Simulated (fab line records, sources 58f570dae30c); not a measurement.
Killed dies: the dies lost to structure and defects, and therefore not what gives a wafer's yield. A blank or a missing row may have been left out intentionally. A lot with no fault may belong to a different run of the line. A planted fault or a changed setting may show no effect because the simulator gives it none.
fab line records    flow berkeley-cmos170
record lots=6  wafers=18  last-day=11
route steps=331 shown WELLDRIVE@58 ACTIVE@60
lots untouched by any fault: they come from a run of this same line in which no faults occurred
start-h: hours from the record's first day to the start of the lot's first wafer shown    wait-h: how many hours have passed since the lot's step before this one    " identical to the entry in the row above    L1.1+2: a single row standing in for several wafers    - no value present, or no start provided    * or withheld: withheld    < > ~ a bound
route shown NAME@n: names a module that has steps shown in the file, with the first one's number in the route    usual: mean/standard deviation of fault-free wafers    same: alike in all rows    chamber/n: place in a boat    sites: per-site readings    _std_site: standard deviation across them    _edge_site: outer sites' mean less inner sites'    radius-mm: how far each site lies from the wafer's centre    mask NAME#n: copy n    behind: tool/chamber where the wafer was last shaped    hold: why the lot was held/for how many hours/how that ended    device: transistor that didn't switch, given as n, p or np    end of line: tests of these same wafers at the route's end    a step given without rows: its recipe and nothing more    killed: dies that structure and defects cost at the first sort, which is not the same as the wafer's yield    map: the dies of a wafer, with x for killed, . for not killed, _ for no die there
set.NAME: the setting the step ran with; set.NAME@STEP: the setting that earlier step ran with    model.NAME: the simulator's own value behind a step, which no gauge read
lots at selected steps of the route; one table per step, one row per wafer
services: when a tool's chamber went out of use (start-h, in hours from the record's first day, below 0 if earlier), for how many hours, and the reason
## steps
# step UCB170_WELLDRIVE_ANNEAL_03
# recipe temp-c=1100  time-s=900  ambient=N2
# step UCB170_WELLDRIVE_WET_ETCH_04
# recipe chemistry=BOE  dilution=5:1  target=SiO2  temp-c=25  time-s=120
# step UCB170_ACTIVE_CLEAN_00
# recipe chemistry=SPM  temp-c=120  time-s=600
# step UCB170_ACTIVE_CLEAN_01
# recipe chemistry=dHF  dilution=25:1  time-s=60
# step UCB170_ACTIVE_OXIDATION_02
# recipe temp-c=1000  ambient=O2  target-thk-a=264  ox-time-s=1260
# step UCB170_ACTIVE_THK_MEAS_03
# recipe reads=SiO2_of_ACTIVE_OXIDATION_02
# usual ACTIVE_OXIDE_THK=26.5/0.51
lot.wafer  tool           chamber  start-h  wait-h  ACTIVE_OXIDE_THK[nm]
L558.1     film-metro-03  -        102.53   0.0     26.6
L558.4     "              -        "        "       26.9
L558.5     "              -        "        "       26.9
L560.3     film-metro-03  -        110.68   0.0     27.3
L560.4     "              -        "        "       27.0
L560.5     "              -        "        "       26.6
L561.1     film-metro-02  -        120.84   0.0     26.9
L561.3     "              -        "        "       27.3
L561.5     "              -        "        "       27.3
L568.1     film-metro-02  -        158.08   0.0     27.1
L568.2     "              -        "        "       27.3
L568.6     "              -        "        "       27.3
L571.1     film-metro-02  -        170.44   0.0     25.6
L571.3     "              -        "        "       25.3
L571.5     "              -        "        "       25.6
L572.1     film-metro-02  -        175.42   0.0     25.8
L572.2     "              -        "        "       25.6
L572.5     "              -        "        "       25.8
# step UCB170_ACTIVE_ANNEAL_04
# recipe temp-c=1000  time-s=900  ambient=N2
# step UCB170_ACTIVE_CVD_05
# recipe material=Si3N4  target-thk-nm=220  temp-c=800  precursor=SiH2Cl2/NH3  time-s=3300  pressure-mtorr=200  sih2cl2-flow-sccm=25  nh3-flow-sccm=75
# step UCB170_ACTIVE_THK_MEAS_06
# recipe reads=Si3N4_of_ACTIVE_CVD_05
# usual ACTIVE_NITRIDE_THK=220.8/2
lot.wafer  tool           chamber  start-h  wait-h  ACTIVE_NITRIDE_THK[nm]
L558.1     film-metro-02  -        108.45   0.1     221.2
L558.4     "              -        "        "       221.8
L558.5     "              -        "        "       220.8
L560.3     film-metro-04  -        119.68   0.0     222.1
L560.4     "              -        "        "       222.4
L560.5     "              -        "        "       221.6
L561.1     film-metro-02  -        125.34   0.0     222.5
L561.3     "              -        "        "       223.4
L561.5     "              -        "        "       223.8
L568.1     film-metro-03  -        164.82   0.0     220.6
L568.2     "              -        "        "       222.3
L568.6     "              -        "        "       225.0
L571.1     film-metro-03  -        178.59   0.0     218.6
L571.3     "              -        "        "       218.2
L571.5     "              -        "        "       219.5
L572.1     film-metro-04  -        182.42   0.0     223.4
L572.2     "              -        "        "       223.7
L572.5     "              -        "        "       222.1
# step UCB170_ACTIVE_HMDS_07
# recipe prime-time-s=60  prime-temp-c=100
# step UCB170_ACTIVE_COAT_08
# recipe resist=KrF  spin-rpm=1500  resist-thk-nm=900
# step UCB170_ACTIVE_SOFTBAKE_09
# recipe resist=KrF  temp-c=130  time-s=60.94
# usual plate-sensor-t-centre-C=131.41/0.01  plate-sensor-t-edge-C=131.53/0.01
lot.wafer  tool            chamber  start-h  wait-h  plate-sensor-t-centre-C  plate-sensor-t-edge-C
L558.1     litho-track-03  0        109.10   0.1     131.39                   131.55
L558.4     "               0        "        "       131.42                   131.54
L558.5     "               0        "        "       131.4                    131.54
L560.3     litho-track-02  0        120.07   0.1     131.4                    131.52
L560.4     "               0        "        "       131.39                   131.55
L560.5     "               0        "        "       131.42                   131.53
L561.1     litho-track-04  0        126.23   0.1     131.42                   131.54
L561.3     "               0        "        "       131.4                    131.54
L561.5     "               0        "        "       131.4                    131.53
L568.1     litho-track-04  0        165.18   0.1     131.4                    131.55
L568.2     "               0        "        "       131.4                    131.53
L568.6     "               0        "        "       131.41                   131.55
L571.1     litho-track-04  0        179.27   0.1     131.4                    131.54
L571.3     "               0        "        "       131.41                   131.53
L571.5     "               0        "        "       131.42                   131.52
L572.1     litho-track-04  0        183.29   0.1     131.4                    131.55
L572.2     "               0        "        "       131.4                    131.54
L572.5     "               0        "        "       131.41                   131.54
# step UCB170_ACTIVE_EXPOSE_10
# recipe mask-id=ACTIVE  target-cd-nm=1200  na=0.5  sigma-outer=0.6  source-shape=conventional  dose-mj=20
# usual exposure-dose-mJ-cm2=19.970/0.019  focus-offset-nm=0.0/0.44  sigma-outer=0.6/0
lot.wafer  tool            chamber  start-h  wait-h  mask      exposure-dose-mJ-cm2  focus-offset-nm  sigma-outer
L558.1     krf-scanner-02  -        109.55   0.4     ACTIVE#0  -                     -                -
L558.4     "               -        "        "       ACTIVE#0  -                     -                -
L558.5     "               -        "        "       ACTIVE#0  -                     -                -
L560.3     krf-scanner-01  -        120.38   0.3     ACTIVE#0  -                     -                -
L560.4     "               -        "        "       ACTIVE#0  -                     -                -
L560.5     "               -        "        "       ACTIVE#0  -                     -                -
L561.1     krf-scanner-01  0        126.38   0.1     ACTIVE#0  19.960                -0.6             0.6
L561.3     "               0        "        "       ACTIVE#0  19.944                -0.9             0.6
L561.5     "               0        "        "       ACTIVE#0  19.978                -0.6             0.6
L568.1     krf-scanner-01  0        165.45   0.2     ACTIVE#0  19.980                0.2              0.6
L568.2     "               0        "        "       ACTIVE#0  19.993                -0.1             0.6
L568.6     "               0        "        "       ACTIVE#0  19.978                0.4              0.6
L571.1     krf-scanner-01  0        179.42   0.1     ACTIVE#0  19.954                -0.3             0.6
L571.3     "               0        "        "       ACTIVE#0  19.984                -0.3             0.6
L571.5     "               0        "        "       ACTIVE#0  19.963                -0.2             0.6
L572.1     krf-scanner-01  0        183.56   0.2     ACTIVE#0  19.966                -0.4             0.6
L572.2     "               0        "        "       ACTIVE#0  19.938                -0.4             0.6
L572.5     "               0        "        "       ACTIVE#0  19.957                -0.1             0.6
# step UCB170_ACTIVE_PEB_11
# recipe peb-temp-c=130  peb-time-s=withheld  resist=KrF
## services
tool            chamber  start-h  hours  kind
krf-scanner-01  -        88.05    0.5    repair
krf-scanner-02  -        116.47   4.0    pm
krf-scanner-02  -        141.03   1.3    pm
krf-scanner-02  -        151.85   0.8    pm
krf-scanner-01  -        155.25   4.4    pm
## key
first-sign step=UCB170_ACTIVE_EXPOSE_10  reading=tool-record  direction=missing
effect none on later readings
met-at UCB170_ACTIVE_EXPOSE_10
struck-wafers L558.1,L558.4,L558.5,L560.3,L560.4,L560.5
later-rows-left-out L558.1,L558.4,L558.5,L560.3,L560.4,L560.5
sort-left-out L558.1,L558.4,L558.5,L560.3,L560.4,L560.5
tester-left-out L558,L560
fault kind=skipped-step-whole  tool=krf-scanner-01,krf-scanner-02  chamber=-  onset-h=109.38  steps=UCB170_ACTIVE_EXPOSE_10  scope=struck-lots-only
# tester-left-out: of these lots the tester's yield and bins aren't shown, on N5 and GAA mostly nor the transistor test; their killed dies are dies lost to structure and defects alone, not to doping, threshold or leakage, so they don't give the yield
# sort-left-out: the simulated sort isn't trusted on such a fault, so these wafers' sort isn't shown, and their yield isn't known
# later-rows-left-out: the simulator's readings of these wafers behind a module that went badly wrong aren't trusted and aren't shown, but for the sort
